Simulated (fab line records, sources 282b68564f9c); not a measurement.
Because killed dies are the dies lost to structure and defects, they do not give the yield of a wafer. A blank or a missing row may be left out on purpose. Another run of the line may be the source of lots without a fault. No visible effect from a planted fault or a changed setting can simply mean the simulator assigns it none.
fab line records + flow ritCmos
[record]
- lots = 5
- wafers = 15
- lastDay = 7
route steps=202 shown NLDD@105 PLDD@114 SPACER@125 M1@202
lots that met no fault: from a run of the same line without faults
startH: the number of hours between the record's first day and the start of the first shown wafer of the lot + waitH: hours since the lot's step before + " the same as in the row above + L1.1+2: a row that stands for several wafers + - no value present, or no start provided + * or withheld: withheld + < > ~ a bound
route shown NAME@n: NAME is a module with steps in the file, n the number in the route of the first one + usual: mean and standard deviation over wafers with no fault + same: alike in all rows + chamber/n: place in a boat + sites: each site's reading + _std_site: how widely they spread, as a standard deviation + _edge_site: inner sites' mean taken away from outer sites' mean + radiusMm: how far each site lies from the wafer's centre + mask NAME#n: copy n + behind: the most recent tool/chamber to have shaped the wafer + hold: why the lot went on hold/how many hours it stayed there/how the hold came to an end + device: which transistor (n, p or np) failed to switch + end of line: the route-end tests of the same wafers + step lacking rows: just its recipe + killed: the dies lost at the first sort to structure and to defects; this is not the yield of the wafer + map: a wafer's dies, marking killed ones x, the rest . and places with no die _
set.NAME: setting as actually run; set.NAME@STEP: the setting as run at that earlier step + model.NAME: the simulator's own value behind a step, which no gauge read
lots seen at some steps along the route; tables by step, rows by wafer
services: the hour from which a tool's chamber was out of use, counted from the record's first day as startH (under 0 if before that day), plus the number of hours and why
[[steps]]
[step RIT_NLDD_SOFTBAKE_02]
[recipe]
- resist = NOVOLAK
- tempC = 90
- timeS = 60
[step RIT_NLDD_EXPOSE_03]
[recipe]
- maskId = M7
- na = 0.57
- targetCdNm = 40700
- doseMj = 250
[step RIT_NLDD_PEB_04]
[recipe]
- resist = NOVOLAK
- tempC = withheld
- timeS = withheld
[step RIT_NLDD_DEVELOP_05]
[recipe]
- resist = NOVOLAK
- developTimeS = 50
- devTempC = 23
[step RIT_NLDD_OVL_MEAS_06]
[usual]
- NLDD_OVL = 0.0/1.5
| lot.wafer | tool       | chamber | startH | waitH | NLDD_OVL[nm] |
|-----------|------------|---------|--------|-------|--------------|
| L868.1    | overlay-02 | -       | 85.51  | -     | 0.5          |
| L868.4    | "          | -       | "      | "     | 2.2          |
| L868.5    | "          | -       | "      | "     | 0.3          |
| L870.1    | overlay-02 | -       | 95.90  | -     | 0.0          |
| L870.2    | "          | -       | "      | "     | -1.2         |
| L870.4    | "          | -       | "      | "     | -2.2         |
| L875.2    | overlay-01 | -       | 116.67 | -     | -0.1         |
| L875.3    | "          | -       | "      | "     | -0.3         |
| L875.4    | "          | -       | "      | "     | 0.7          |
| L882.4    | overlay-01 | -       | 155.32 | -     | -0.4         |
| L882.5    | "          | -       | "      | "     | 1.1          |
| L882.6    | "          | -       | "      | "     | 0.9          |
| L883.2    | overlay-02 | -       | 160.36 | -     | 0.8          |
| L883.3    | "          | -       | "      | "     | 0.2          |
| L883.4    | "          | -       | "      | "     | -0.4         |
[step RIT_NLDD_HARDBAKE_07]
[recipe]
- resist = NOVOLAK
- tempC = 140
- timeS = 60
[step RIT_NLDD_IMPLANT_08]
[recipe]
- species = P
- energyKev = 20
- doseCm2 = 5e+14
- tiltDeg = 7
[step RIT_NLDD_STRIP_09]
[recipe]
- chemistry = O2
- timeS = 180
- resist = NOVOLAK
- platenTempC = withheld
- powerW = 500
- pressureMtorr = 4000
- o2FlowSccm = 4000
[usual]
- drypumpMotorCurrentA = 5.76/0.2
| lot.wafer | tool           | chamber | startH | waitH | drypumpMotorCurrentA | rfHoursCounterH |
|-----------|----------------|---------|--------|-------|----------------------|-----------------|
| L868.1    | plasmaAsher-01 | 0       | 85.85  | 0.1   | 5.54                 | 44              |
| L868.4    | "              | 1       | "      | "     | 6.05                 | -               |
| L868.5    | "              | 0       | "      | "     | 5.56                 | -               |
| L870.1    | plasmaAsher-04 | 0       | 96.23  | 0.1   | 5.92                 | 46              |
| L870.2    | "              | 1       | "      | "     | 5.68                 | 46              |
| L870.4    | "              | 1       | "      | "     | 5.67                 | -               |
| L875.2    | plasmaAsher-01 | 1       | 117.00 | 0.1   | 6.09                 | 48              |
| L875.3    | "              | 1       | "      | "     | 6.11                 | -               |
| L875.4    | "              | 0       | "      | "     | 5.55                 | -               |
| L882.4    | plasmaAsher-03 | 0       | 155.70 | 0.1   | 5.56                 | -               |
| L882.5    | "              | 0       | "      | "     | 5.53                 | -               |
| L882.6    | "              | 1       | "      | "     | 5.62                 | -               |
| L883.2    | plasmaAsher-03 | 0       | 160.69 | 0.1   | 5.54                 | 4               |
| L883.3    | "              | 0       | "      | "     | 5.53                 | -               |
| L883.4    | "              | 1       | "      | "     | 5.67                 | -               |
[step RIT_NLDD_TW_MEAS_10]
[usual]
- NLDD_TW = 2486/9.9
| lot.wafer | tool         | chamber | startH | waitH | NLDD_TW |
|-----------|--------------|---------|--------|-------|---------|
| L868.1    | filmMetro-03 | -       | 86.02  | 0.1   | 2487    |
| L868.4    | "            | -       | "      | "     | 2498    |
| L868.5    | "            | -       | "      | "     | 2501    |
| L870.1    | filmMetro-03 | -       | 96.41  | 0.1   | 2494    |
| L870.2    | "            | -       | "      | "     | 2478    |
| L870.4    | "            | -       | "      | "     | 2489    |
| L875.2    | filmMetro-03 | -       | 117.18 | 0.1   | 2498    |
| L875.3    | "            | -       | "      | "     | 2487    |
| L875.4    | "            | -       | "      | "     | 2484    |
| L882.4    | filmMetro-02 | -       | 155.84 | 0.1   | 2482    |
| L882.5    | "            | -       | "      | "     | 2494    |
| L882.6    | "            | -       | "      | "     | 2485    |
| L883.2    | filmMetro-02 | -       | 160.88 | 0.1   | 2481    |
| L883.3    | "            | -       | "      | "     | 2492    |
| L883.4    | "            | -       | "      | "     | 2477    |
[step RIT_PLDD_HMDS_00]
[recipe]
- primeTimeS = 60
- primeTempC = 140
[step RIT_PLDD_COAT_01]
[recipe]
- resist = NOVOLAK
- spinRpm = 3250
- resistThkNm = 1000
[step RIT_PLDD_SOFTBAKE_02]
[recipe]
- resist = NOVOLAK
- tempC = 90
- timeS = 60
[step RIT_PLDD_EXPOSE_03]
[recipe]
- maskId = M8
- na = 0.57
- targetCdNm = 40900
- doseMj = 250
| lot.wafer  | tool            | chamber | startH | waitH | mask |
|------------|-----------------|---------|--------|-------|------|
| L868.1+4+5 | ilineStepper-02 | 0       | 86.53  | 0.1   | M8#0 |
| L870.1+2+4 | ilineStepper-02 | 0       | 97.04  | 0.2   | M8#0 |
| L875.2+3+4 | ilineStepper-02 | 0       | 117.88 | 0.3   | M7#0 |
| L882.4+5+6 | ilineStepper-01 | 0       | 156.51 | 0.2   | M8#0 |
| L883.2+3+4 | ilineStepper-01 | 0       | 161.40 | 0.1   | M8#0 |
[step RIT_PLDD_PEB_04]
[recipe]
- resist = NOVOLAK
- tempC = withheld
- timeS = withheld
[step RIT_PLDD_DEVELOP_05]
[recipe]
- resist = NOVOLAK
- developTimeS = 50
- devTempC = 23
[step RIT_PLDD_OVL_MEAS_06]
[usual]
- PLDD_OVL = -0.9/1.6
| lot.wafer | tool       | chamber | startH | waitH | PLDD_OVL[nm] |
|-----------|------------|---------|--------|-------|--------------|
| L868.1    | overlay-02 | -       | 86.93  | -     | -2.5         |
| L868.4    | "          | -       | "      | "     | -2.5         |
| L868.5    | "          | -       | "      | "     | -1.7         |
| L870.1    | overlay-01 | -       | 97.44  | -     | -1.0         |
| L870.2    | "          | -       | "      | "     | -1.7         |
| L870.4    | "          | -       | "      | "     | -1.6         |
| L875.2    | overlay-02 | -       | 118.27 | -     | -            |
| L875.3    | "          | -       | "      | "     | -            |
| L875.4    | "          | -       | "      | "     | -            |
| L882.4    | overlay-02 | -       | 156.87 | -     | -3.0         |
| L882.5    | "          | -       | "      | "     | -1.6         |
| L882.6    | "          | -       | "      | "     | -1.8         |
| L883.2    | overlay-02 | -       | 161.79 | -     | -0.3         |
| L883.3    | "          | -       | "      | "     | -1.0         |
| L883.4    | "          | -       | "      | "     | -0.9         |
[step RIT_PLDD_HARDBAKE_07]
[recipe]
- resist = NOVOLAK
- tempC = 140
- timeS = 60
[step RIT_PLDD_IMPLANT_08]
[recipe]
- species = BF2
- energyKev = 20
- doseCm2 = 9.173e+14
- tiltDeg = 7
[step RIT_PLDD_STRIP_09]
[recipe]
- chemistry = O2
- timeS = 180
- resist = NOVOLAK
- platenTempC = withheld
- powerW = 500
- pressureMtorr = 4000
- o2FlowSccm = 4000
[usual]
- drypumpMotorCurrentA = 5.72/0.28
| lot.wafer | tool           | chamber | startH | waitH | drypumpMotorCurrentA | rfHoursCounterH |
|-----------|----------------|---------|--------|-------|----------------------|-----------------|
| L868.1    | plasmaAsher-04 | 1       | 87.27  | 0.1   | 5.68                 | 45              |
| L868.4    | "              | 0       | "      | "     | 5.93                 | -               |
| L868.5    | "              | 0       | "      | "     | 5.93                 | -               |
| L870.1    | plasmaAsher-04 | 1       | 97.78  | 0.1   | 5.67                 | 46              |
| L870.2    | "              | 0       | "      | "     | 5.93                 | 46              |
| L870.4    | "              | 1       | "      | "     | 5.68                 | -               |
| L875.2    | plasmaAsher-04 | 1       | 118.60 | 0.1   | 5.67                 | 49              |
| L875.3    | "              | 0       | "      | "     | 5.93                 | -               |
| L875.4    | "              | 1       | "      | "     | 5.67                 | -               |
| L882.4    | plasmaAsher-02 | 0       | 157.24 | 0.1   | 5.12                 | -               |
| L882.5    | "              | 0       | "      | "     | 5.11                 | -               |
| L882.6    | "              | 1       | "      | "     | 5.69                 | -               |
| L883.2    | plasmaAsher-02 | 0       | 162.12 | 0.1   | 5.10                 | 36              |
| L883.3    | "              | 1       | "      | "     | 5.70                 | -               |
| L883.4    | "              | 0       | "      | "     | 5.11                 | -               |
[step RIT_PLDD_TW_MEAS_10]
[usual]
- PLDD_TW = 2356/9.1
| lot.wafer | tool         | chamber | startH | waitH | PLDD_TW |
|-----------|--------------|---------|--------|-------|---------|
| L868.1    | filmMetro-03 | -       | 87.45  | 0.1   | 2362    |
| L868.4    | "            | -       | "      | "     | 2358    |
| L868.5    | "            | -       | "      | "     | 2374    |
| L870.1    | filmMetro-04 | -       | 97.95  | 0.1   | 2347    |
| L870.2    | "            | -       | "      | "     | 2340    |
| L870.4    | "            | -       | "      | "     | 2341    |
| L875.2    | filmMetro-04 | -       | 118.79 | 0.1   | 30      |
| L875.3    | "            | -       | "      | "     | 30      |
| L875.4    | "            | -       | "      | "     | 30      |
| L882.4    | filmMetro-02 | -       | 157.39 | 0.1   | 2358    |
| L882.5    | "            | -       | "      | "     | 2362    |
| L882.6    | "            | -       | "      | "     | 2349    |
| L883.2    | filmMetro-03 | -       | 162.30 | 0.1   | 2352    |
| L883.3    | "            | -       | "      | "     | 2349    |
| L883.4    | "            | -       | "      | "     | 2364    |
[step RIT_SPACER_CLEAN_00]
[recipe]
- chemistry = SC1
- mix = 3:3:50
- timeS = 600
- tempC = 75
[step RIT_M1_PROBE_99]
[usual]
- killedAtContacts = 0.1/0.23
- killedAtFrontEnd = 6/3.1
- killedDies = 6/3.1
- killedOnRim = 1.7/1.3
- killedOpen = 3.2/1.9
- killedShort = 3.2/2.1
[same]
- grossDies = 264
- killed_at_M0_to_M3 = 0
- killed_at_M4_up = 0
- killedAtBackSide = 0
- killedAtOther = 0
| lot.wafer | tool      | chamber | startH | waitH | killedAtContacts | killedAtFrontEnd | killedDies | killedOnRim | killedOpen | killedShort |
|-----------|-----------|---------|--------|-------|------------------|------------------|------------|-------------|------------|-------------|
| L875.2    | prober-02 | -       | 158.79 | 0.1   | 1                | 263              | 264        | 70          | 7          | 1           |
| L875.3    | prober-02 | -       | 158.84 | 0.2   | 0                | 264              | 264        | 70          | 4          | 2           |
| L875.4    | prober-02 | -       | 158.89 | 0.2   | 0                | 264              | 264        | 70          | 6          | 1           |
| L882.4    | prober-01 | -       | 171.28 | 0.2   | 0                | 12               | 12         | 5           | 2          | 7           |
| L882.5    | prober-01 | -       | 171.33 | 0.2   | 0                | 4                | 4          | 0           | 3          | 1           |
| L882.6    | prober-01 | -       | 171.38 | 0.2   | 0                | 1                | 1          | 0           | 1          | 0           |
| L883.2    | prober-02 | -       | 176.71 | 0.1   | 0                | 5                | 5          | 0           | 3          | 2           |
| L883.3    | prober-02 | -       | 176.76 | 0.2   | 0                | 3                | 3          | 0           | 2          | 1           |
| L883.4    | prober-02 | -       | 176.81 | 0.2   | 0                | 5                | 5          | 0           | 3          | 2           |
// killed by level:class
L875.2 PLDD:areaExpose=256 FOX2:geometricParticle:open=3 ACTIVE:geometricParticle:short=1 FOX1:geometricParticle:open=1 REOX:geometricParticle:open=1 SILICIDE:geometricParticle:open=1 CONTACT:geometricParticle:open=1
L875.3 PLDD:areaExpose=258 GATE:geometricParticle:open=2 FOX1:geometricParticle:short=1 GATE:geometricParticle:short=1 REOX:geometricParticle:open=1 SPACER:geometricParticle:open=1
L875.4 PLDD:areaExpose=257 ACTIVE:geometricParticle:open=1 FOX1:geometricParticle:short=1 FOX1:geometricParticle:open=1 FOX2:geometricParticle:open=1 GATE:geometricParticle:open=1 REOX:geometricParticle:open=1 SILICIDE:geometricParticle:open=1
L882.4 GATE:geometricParticle:short=3 PRETRO:coatMicrobubblePrinted=3 SILICIDE:geometricParticle:short=2 FOX1:geometricParticle:short=1 FOX2:geometricParticle:open=1 REOX:geometricParticle:short=1 SPACER:geometricParticle:open=1
L882.5 FOX1:geometricParticle:open=2 GATE:geometricParticle:open=1 SILICIDE:geometricParticle:short=1
L882.6 FOX1:geometricParticle:open=1
L883.2 FOX2:geometricParticle:open=1 GATE:geometricParticle:short=1 GATE:geometricParticle:open=1 SILICIDE:geometricParticle:short=1 SILICIDE:geometricParticle:open=1
L883.3 REOX:geometricParticle:open=2 SPACER:geometricParticle:short=1
L883.4 GATE:geometricParticle:open=1 REOX:geometricParticle:open=1 REOX:geometricParticle:short=1 SILICIDE:geometricParticle:open=1 SILICIDE:geometricParticle:short=1
// map L875.2 (x killed, . not)
________xxxxxxx_______
_____xxxxxxxxxxxxx____
____xxxxxxxxxxxxxxx___
___xxxxxxxxxxxxxxxxx__
__xxxxxxxxxxxxxxxxxxx_
__xxxxxxxxxxxxxxxxxxx_
_xxxxxxxxxxxxxxxxxxxxx
_xxxxxxxxxxxxxxxxxxxxx
_xxxxxxxxxxxxxxxxxxxxx
_xxxxxxxxxxxxxxxxxxxxx
__xxxxxxxxxxxxxxxxxxx_
__xxxxxxxxxxxxxxxxxxx_
___xxxxxxxxxxxxxxxxx__
____xxxxxxxxxxxxxxx___
_____xxxxxxxxxxxxx____
________xxxxxxx_______
// map L868.1 (x killed, . not)
________....x.._______
_____.............____
____...............___
___.................__
__........x.........._
__................x.._
_.................x...
_.................x...
_.................x...
_.....x..............x
__..................._
__..................._
___.................__
____.....x.........___
_____.............____
________......._______
[[services]]
| tool            | chamber | startH | hours | kind                   |
|-----------------|---------|--------|-------|------------------------|
| plasmaAsher-02  | -       | 97.46  | 1.3   | repair                 |
| ilineStepper-01 | -       | 107.67 | 2.1   | pm                     |
| plasmaAsher-03  | -       | 108.75 | 9.0   | pm                     |
| plasmaAsher-03  | 0       | 108.75 | 9.0   | ventCycle              |
| plasmaAsher-03  | 1       | 108.75 | 9.0   | ventCycle              |
| ilineStepper-01 | -       | 109.76 | -     | consumableReplace:lamp |
| ilineStepper-01 | -       | 117.13 | 4.4   | pm                     |
| plasmaAsher-03  | 0       | 117.75 | -     | clean                  |
| plasmaAsher-03  | 1       | 117.75 | -     | clean                  |
| plasmaAsher-04  | -       | 125.17 | 1.5   | repair                 |
| ilineStepper-02 | 0       | 134.74 | -     | calibration            |
| plasmaAsher-01  | -       | 160.25 | 2.8   | pm                     |
[[key]]
[firstSign]
- step = RIT_PLDD_EXPOSE_03
- reading = mask
- direction = changed
[effect]
- step = RIT_PLDD_OVL_MEAS_06
- reading = PLDD_OVL
- direction = missing
[effect]
- step = RIT_PLDD_TW_MEAS_10
- reading = PLDD_TW
- direction = down
- sigmas = 99+
- usual = 2356
- struck = 30
[effect]
- step = RIT_M1_PROBE_99
- reading = killedDies
- direction = up
- sigmas = 83
- usual = 6
- struck = 264
[moreKillsBornAt]
- RIT_PLDD_EXPOSE_03@ilineStepper-02 = 771
metAt RIT_PLDD_EXPOSE_03
struckWafers L875.2,L875.3,L875.4
testerLeftOut L875
onsetBetween 97.04 117.88
[fault]
- kind = wrongMask
- tool = any
- chamber = -
- onsetH = 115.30
- steps = RIT_PLDD_EXPOSE_03
- auxCopy = M7#0
- scope = struckLotsOnly
// testerLeftOut: of these lots the tester's yield and bins aren't shown, on N5 and GAA mostly nor the transistor test; their killed dies are dies lost to structure and defects alone, not to doping, threshold or leakage, so they don't give the yield
